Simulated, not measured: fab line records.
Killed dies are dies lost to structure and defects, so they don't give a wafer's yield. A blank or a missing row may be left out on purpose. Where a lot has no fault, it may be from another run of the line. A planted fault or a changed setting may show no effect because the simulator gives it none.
Which tool did it? / flow rit cmos / 13 lots with 39 wafers sampled at 3 steps, on a route of 202 steps

WHAT THE GAUGES SHOWED, per wafer
RIT_SILICIDE_RS_MEAS_02: uses a four-point probe to measure.
lot=L470; measured=day 3 20:44; on=film metro-04; SILICIDE_TI_RS (ohm/sq)=48.0 49.0 48.7
lot=L471; measured=day 4 03:23; on=film metro-04; SILICIDE_TI_RS (ohm/sq)=48.1 47.6 46.3
lot=L472; measured=day 4 21:25; on=film metro-04; SILICIDE_TI_RS (ohm/sq)=49.4 48.0 47.2
lot=L473; measured=day 4 21:30; on=film metro-03; SILICIDE_TI_RS (ohm/sq)=40.3 48.4 48.3
lot=L481; measured=day 6 09:46; on=film metro-04; SILICIDE_TI_RS (ohm/sq)=47.9 47.4 49.6
lot=L482; measured=day 6 18:44; on=film metro-03; SILICIDE_TI_RS (ohm/sq)=48.6 47.0 48.7
lot=L486; measured=day 7 03:53; on=film metro-03; SILICIDE_TI_RS (ohm/sq)=48.3 49.3 48.9
lot=L488; measured=day 7 07:54; on=film metro-01; SILICIDE_TI_RS (ohm/sq)=49.1 47.0 47.7
lot=L489; measured=day 7 12:16; on=film metro-04; SILICIDE_TI_RS (ohm/sq)=48.1 46.2 47.0
lot=L490; measured=day 7 16:44; on=film metro-04; SILICIDE_TI_RS (ohm/sq)=48.3 46.6 47.6
lot=L491; measured=day 7 17:50; on=film metro-04; SILICIDE_TI_RS (ohm/sq)=47.9 46.8 47.0
lot=L492; measured=day 8 00:08; on=film metro-04; SILICIDE_TI_RS (ohm/sq)=48.0 47.6 47.7
lot=L493; measured=day 8 02:38; on=film metro-04; SILICIDE_TI_RS (ohm/sq)=46.2 46.0 47.2

RIT_SILICIDE_THK_MEAS_03: measures by xrf.
lot=L470; measured=day 3 20:50; on=film metro-04; SILICIDE_TI_THK (nm)=29.8 29.5 29.4
lot=L471; measured=day 4 03:29; on=film metro-04; SILICIDE_TI_THK (nm)=29.8 30.2 30.9
lot=L472; measured=day 4 21:30; on=film metro-04; SILICIDE_TI_THK (nm)=29.4 30.0 30.5
lot=L473; measured=day 4 21:36; on=film metro-03; SILICIDE_TI_THK (nm)=34.6 29.8 29.8
lot=L481; measured=day 6 09:53; on=film metro-04; SILICIDE_TI_THK (nm)=29.9 30.2 29.0
lot=L482; measured=day 6 18:51; on=film metro-03; SILICIDE_TI_THK (nm)=29.7 30.5 29.7
lot=L486; measured=day 7 04:00; on=film metro-03; SILICIDE_TI_THK (nm)=29.6 29.2 29.3
lot=L488; measured=day 7 08:00; on=film metro-01; SILICIDE_TI_THK (nm)=29.6 30.7 30.0
lot=L489; measured=day 7 12:22; on=film metro-04; SILICIDE_TI_THK (nm)=29.9 30.7 30.5
lot=L490; measured=day 7 16:49; on=film metro-04; SILICIDE_TI_THK (nm)=29.8 30.6 30.2
lot=L491; measured=day 7 17:57; on=film metro-04; SILICIDE_TI_THK (nm)=30.0 30.4 30.3
lot=L492; measured=day 8 00:14; on=film metro-04; SILICIDE_TI_THK (nm)=29.9 29.9 30.1
lot=L493; measured=day 8 02:46; on=film metro-04; SILICIDE_TI_THK (nm)=30.8 30.9 30.4

TOOL THAT RAN EACH LOT (tool first, then ch and the chambers of the sampled wafers, then the start)
lot=L470; RIT_SILICIDE_SPUTTER_01=pvd sputter-01, day 3 20:34
lot=L471; RIT_SILICIDE_SPUTTER_01=pvd sputter-01, day 4 03:13
lot=L472; RIT_SILICIDE_SPUTTER_01=pvd sputter-02, day 4 21:12
lot=L473; RIT_SILICIDE_SPUTTER_01=pvd sputter-01, day 4 21:19
lot=L481; RIT_SILICIDE_SPUTTER_01=pvd sputter-04, day 6 09:37
lot=L482; RIT_SILICIDE_SPUTTER_01=pvd sputter-04, day 6 18:34
lot=L486; RIT_SILICIDE_SPUTTER_01=pvd sputter-04, day 7 03:43
lot=L488; RIT_SILICIDE_SPUTTER_01=pvd sputter-04, day 7 07:43
lot=L489; RIT_SILICIDE_SPUTTER_01=pvd sputter-01, day 7 12:04
lot=L490; RIT_SILICIDE_SPUTTER_01=pvd sputter-04, day 7 16:31
lot=L491; RIT_SILICIDE_SPUTTER_01=pvd sputter-02, day 7 17:41
lot=L492; RIT_SILICIDE_SPUTTER_01=pvd sputter-01, day 7 23:56
lot=L493; RIT_SILICIDE_SPUTTER_01=pvd sputter-02, day 8 02:29
- RIT_SILICIDE_SPUTTER_01: material Ti, target thk 30 nm, time 240 s.

WHAT THE TOOLS THEMSELVES READ (means of the sampled wafers that have a number; where no wafer has one, the mark that the record gives instead)
RIT_SILICIDE_SPUTTER_01.
lot=L470; tool=pvd sputter-01; throttle valve pct (%)=28.8
lot=L471; tool=pvd sputter-01; throttle valve pct (%)=29.7
lot=L472; tool=pvd sputter-02; throttle valve pct (%)=30.8
lot=L473; tool=pvd sputter-01; throttle valve pct (%)=28.9
lot=L481; tool=pvd sputter-04; throttle valve pct (%)=29.0
lot=L482; tool=pvd sputter-04; throttle valve pct (%)=29.3
lot=L486; tool=pvd sputter-04; throttle valve pct (%)=29.9
lot=L488; tool=pvd sputter-04; throttle valve pct (%)=29.0
lot=L489; tool=pvd sputter-01; throttle valve pct (%)=30.8
lot=L490; tool=pvd sputter-04; throttle valve pct (%)=29.5
lot=L491; tool=pvd sputter-02; throttle valve pct (%)=31.3
lot=L492; tool=pvd sputter-01; throttle valve pct (%)=28.2
lot=L493; tool=pvd sputter-02; throttle valve pct (%)=30.8

THE ANSWER, worked out from the rows above alone
Rule: the lots themselves supply what counts as usual. The widest of any qualifying gaps counts: lots, ordered by their means at a reading, are off when they make up no more than a third of the lots, leave a main group of 4 or more, and stand apart from it by 3 or more times the standard deviation of that group's means. If all means in a main group match to the digits the tables above print for the reading, that group is not used. Also off: a lot with no number at a reading for which 4 or more lots have one. All remaining lots with rows at the step are treated as sound. Order of review: gauges by route order, followed by the tools' own readings, for which a lot's mean as printed above is used. At the first step where some lot is off, the reading lying furthest off is the one used; lots without a number count as furthest.
None of the lots is off at any reading shown; this tells nothing.

WHAT WAS PUT IN BY THE SIMULATOR
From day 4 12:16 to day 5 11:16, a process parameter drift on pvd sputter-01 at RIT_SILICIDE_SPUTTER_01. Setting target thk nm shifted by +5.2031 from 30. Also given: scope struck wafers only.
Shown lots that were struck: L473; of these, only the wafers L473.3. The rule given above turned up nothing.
